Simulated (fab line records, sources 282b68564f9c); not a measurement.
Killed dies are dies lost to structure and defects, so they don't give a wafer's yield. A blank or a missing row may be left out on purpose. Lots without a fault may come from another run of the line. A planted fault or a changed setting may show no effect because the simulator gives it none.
Which tool did it? | flow rit_cmos | 13 lots, 39 wafers sampled, at 4 steps of a route of 202

WHAT THE GAUGES READ, wafer by wafer
RIT_FOX2_THK_MEAS_01. Usual: FOX2_OXIDE_THK 351 nm, standard deviation 6.5.
lot  | measured    | on            | FOX2_OXIDE_THK (nm) | flag
L452 | day 1 20:02 | film_metro-04 | 360 352 360         |
L453 | day 2 01:07 | film_metro-03 | 354 350 352         |
L454 | day 2 05:53 | film_metro-01 | 355 356 356         |
L455 | day 2 10:47 | film_metro-04 | 344 352 349         |
L456 | day 2 16:15 | film_metro-04 | 349 343 345         |
L457 | day 2 21:34 | film_metro-03 | 354 355 349         |
L460 | day 3 15:24 | film_metro-04 | 355 353 348         |
L463 | day 4 05:09 | film_metro-04 | 342 343 344         |
L470 | day 5 14:58 | film_metro-04 | 344 342 343         |
L471 | day 5 19:01 | film_metro-04 | 351 349 338         |
L472 | day 5 23:09 | film_metro-04 | 350 350 351         |
L473 | day 6 05:34 | film_metro-01 | 362 362 357         |
L475 | day 6 14:37 | film_metro-04 | 339 338 338         |

RIT_NSD_OVL_MEAS_06. Usual: NSD_OVL 0.2 nm, standard deviation 1.3.
lot  | measured    | on         | NSD_OVL (nm)   | flag
L452 | day 3 05:15 | overlay-01 | 2.1 2.1 3.1    |
L453 | day 3 11:08 | overlay-01 | -0.3 1.5 0.4   |
L454 | day 3 14:22 | overlay-01 | 0.5 0.8 -0.5   |
L455 | day 3 20:44 | overlay-01 | 1.1 3.5 1.7    |
L456 | day 4 01:26 | overlay-01 | -2.1 -2.1 1.0  |
L457 | day 4 06:05 | overlay-01 | -1.3 1.3 0.5   |
L460 | day 4 23:09 | overlay-02 | -1.1 0.0 1.0   |
L463 | day 5 11:52 | overlay-02 | -2.9 -0.5 -1.4 |
L470 | day 6 23:04 | overlay-01 | -0.4 -0.1 -2.0 |
L471 | day 7 01:03 | overlay-01 | -0.9 0.5 0.4   |
L472 | day 7 04:46 | overlay-02 | -0.1 -0.7 2.1  |
L473 | day 7 12:04 | overlay-01 | -0.2 -0.4 -1.6 |
L475 | day 7 23:08 | overlay-01 | 0.7 0.9 0.8    |

WHICH TOOL RAN EACH LOT (tool, then ch and the chambers of the sampled wafers, then the start)
lot  | RIT_ACTIVE_OXIDATION_01      | RIT_PWELL_STRIP_09
L452 | furnace-03 ch 0, day 1 10:17 | plasma_asher-03 ch 0,1, day 2 00:17
L453 | furnace-01 ch 0, day 1 15:16 | plasma_asher-04 ch 0,1, day 2 05:18
L454 | furnace-04 ch 0, day 1 20:07 | plasma_asher-04 ch 0,1, day 2 10:10
L455 | furnace-04 ch 0, day 2 01:07 | plasma_asher-04 ch 0,1, day 2 14:56
L456 | furnace-04 ch 0, day 2 06:07 | plasma_asher-04 ch 0,1, day 2 20:15
L457 | furnace-01 ch 0, day 2 12:11 | plasma_asher-03 ch 0,1, day 3 01:50
L460 | furnace-03 ch 0, day 3 04:51 | plasma_asher-02 ch 0,1, day 3 19:23
L463 | furnace-04 ch 0, day 3 17:07 | plasma_asher-04 ch 0,1, day 4 09:08
L470 | furnace-01 ch 0, day 5 04:43 | plasma_asher-03 ch 0,1, day 5 18:56
L471 | furnace-01 ch 0, day 5 09:58 | plasma_asher-03 ch 0,1, day 5 23:01
L472 | furnace-01 ch 0, day 5 14:57 | plasma_asher-03 ch 1, day 6 03:31
L473 | furnace-01 ch 0, day 5 19:41 | plasma_asher-03 ch 0,1, day 6 09:29
L475 | furnace-03 ch 0, day 6 05:41 | plasma_asher-03 ch 0,1, day 6 18:35
- RIT_ACTIVE_OXIDATION_01: target thk 46.8 nm, ox time 3360 s.
- RIT_PWELL_STRIP_09: strips in O2, time 180 s.

WHAT THE TOOLS THEMSELVES READ (means of the sampled wafers that have a number; where no wafer has one, the mark that the record gives instead)
RIT_ACTIVE_OXIDATION_01. Usual: tube_center_temp_C_max 1002.5, standard deviation 0.38; zone_power_load_pct 32.6 %, standard deviation 2.5.
lot  | tool       | tube_center_temp_C_max | zone_power_load_pct (%) | flag
L452 | furnace-03 | 1002.6                 | 32.5                    |
L453 | furnace-01 | 1002.7                 | 36.2                    |
L454 | furnace-04 | 1002.5                 | 30.2                    |
L455 | furnace-04 | 1002.7                 | 30.0                    |
L456 | furnace-04 | 1002.7                 | 30.3                    |
L457 | furnace-01 | 1002.5                 | 35.7                    |
L460 | furnace-03 | 1002.7                 | 32.5                    |
L463 | furnace-04 | 1002.7                 | 30.2                    |
L470 | furnace-01 | 1002.4                 | 35.5                    |
L471 | furnace-01 | 1002.5                 | 35.7                    |
L472 | furnace-01 | 1002.3                 | 35.7                    |
L473 | furnace-01 | 1002.4                 | 35.8                    |
L475 | furnace-03 | 1002.5                 | 32.6                    |

RIT_PWELL_STRIP_09. Usual: drypump_motor_current_A 5.4 A, standard deviation 0.53.
lot  | tool            | drypump_motor_current_A (A) | flag
L452 | plasma_asher-03 | 5.7                         |
L453 | plasma_asher-04 | 4.9                         |
L454 | plasma_asher-04 | 5.1                         |
L455 | plasma_asher-04 | 4.9                         |
L456 | plasma_asher-04 | 4.9                         |
L457 | plasma_asher-03 | 5.6                         |
L460 | plasma_asher-02 | 5.9                         |
L463 | plasma_asher-04 | 5.0                         |
L470 | plasma_asher-03 | 5.5                         |
L471 | plasma_asher-03 | 5.7                         |
L472 | plasma_asher-03 | 5.4                         |
L473 | plasma_asher-03 | 5.7                         |
L475 | plasma_asher-03 | 5.7                         |

THE ANSWER, worked out from the rows above alone
Rule: a lot is off if the mean of its wafers that have a number lies more than 3 standard deviations from the usual mean. A lot without any number at a reading at which 4 lots or more have one is off too. The other lots that the step has rows for count as sound. The gauges are gone through in route order, then the tools' own readings, and for those a lot's mean is taken as printed above. The first step at which some lot is off is used, and at that step the reading that is off furthest; a lot without a number counts as furthest.
No lot is off at any reading shown: from this, nothing can be told.

WHAT THE SIMULATOR HAD PUT IN
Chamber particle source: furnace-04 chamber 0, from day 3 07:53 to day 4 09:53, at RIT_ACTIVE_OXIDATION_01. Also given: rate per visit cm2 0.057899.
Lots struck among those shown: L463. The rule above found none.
